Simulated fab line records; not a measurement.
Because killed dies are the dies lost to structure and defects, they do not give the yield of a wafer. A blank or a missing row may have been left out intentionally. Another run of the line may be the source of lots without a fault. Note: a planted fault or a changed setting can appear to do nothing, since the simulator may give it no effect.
One fault seen from 2 desks	flow berkeley-cmos170	what lay behind the numbers comes last; until then each desk has only its own

THE TOOL OWNER'S DESK: litho-track-04
The tool's own readings at UCB170_V1_PEB_10: means of the sampled wafers that have a number, for each lot that ran on this tool. If a lot's mean is further than 4 standard deviations from the usual mean, the lot is out of limits and carries the mark OUT (the distance appears in the brackets).
Columns: A = heater-power-total-W at UCB170_V1_PEB_10, usual 56.81 W; B = plate-temp-C at UCB170_V1_PEB_10, usual 129.97 C
lot	first seen here	A	B
L777	day 7 06:34	56.80	129.88
L779	day 7 17:59	56.76	130.08
L783	day 8 16:29	56.80	129.88
L793	day 10 18:53	53.05 (-80) OUT	123.60 (-45) OUT
L792	day 10 19:07	53.08 (-79) OUT	123.35 (-47) OUT
This desk's finding: out of limits on L792, L793; first on L793, day 10 18:53 (heater-power-total-W at UCB170_V1_PEB_10). Within limits: L777, L779, L783.

METROLOGY DESK
What the gauges read for every lot (on any tool): the sampled wafers with a number, averaged. If a lot's mean is further than 4 standard deviations from the usual mean, the lot is out of limits and carries the mark OUT (the distance appears in the brackets).
Columns: A = cd-nm at UCB170_V1_CD_MEAS_12, usual 700.4 nm
lot	first seen here	A
L777	day 7 06:50	702.9
L779	day 7 18:15	700.2
L778	day 7 18:22	700.7
L780	day 8 03:11	699.5
L781	day 8 03:23	702.9
L782	day 8 13:40	699.0
L783	day 8 16:46	700.1
L786	day 9 03:28	699.7
L793	day 10 19:09	642.8 (-34) OUT
L792	day 10 19:23	644.0 (-33) OUT
L795	day 10 23:22	701.0
L797	day 11 14:38	698.3
This desk's finding: out of limits on L792, L793; first on L793, day 10 19:09 (cd-nm at UCB170_V1_CD_MEAS_12). Within limits: L777, L779, L778, L780, L781, L782, L783, L786, L795, L797.

ALL TOGETHER
On L792, L793, at day 10 18:53, an alarm was possible from the tool owner's desk.
Metrology desk: alarm possible at day 10 19:09 on L792, L793.
The lots listed all ran UCB170_V1_PEB_10 on litho-track-04.

WHAT THE SIMULATOR HAD PUT IN
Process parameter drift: litho-track-04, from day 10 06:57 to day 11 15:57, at UCB170_V1_PEB_10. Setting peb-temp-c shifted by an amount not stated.
Lots struck among those shown: L792, L793.
Fault start to first reading out of limits, in hours, per desk: tool owner, 12; metrology, 12.
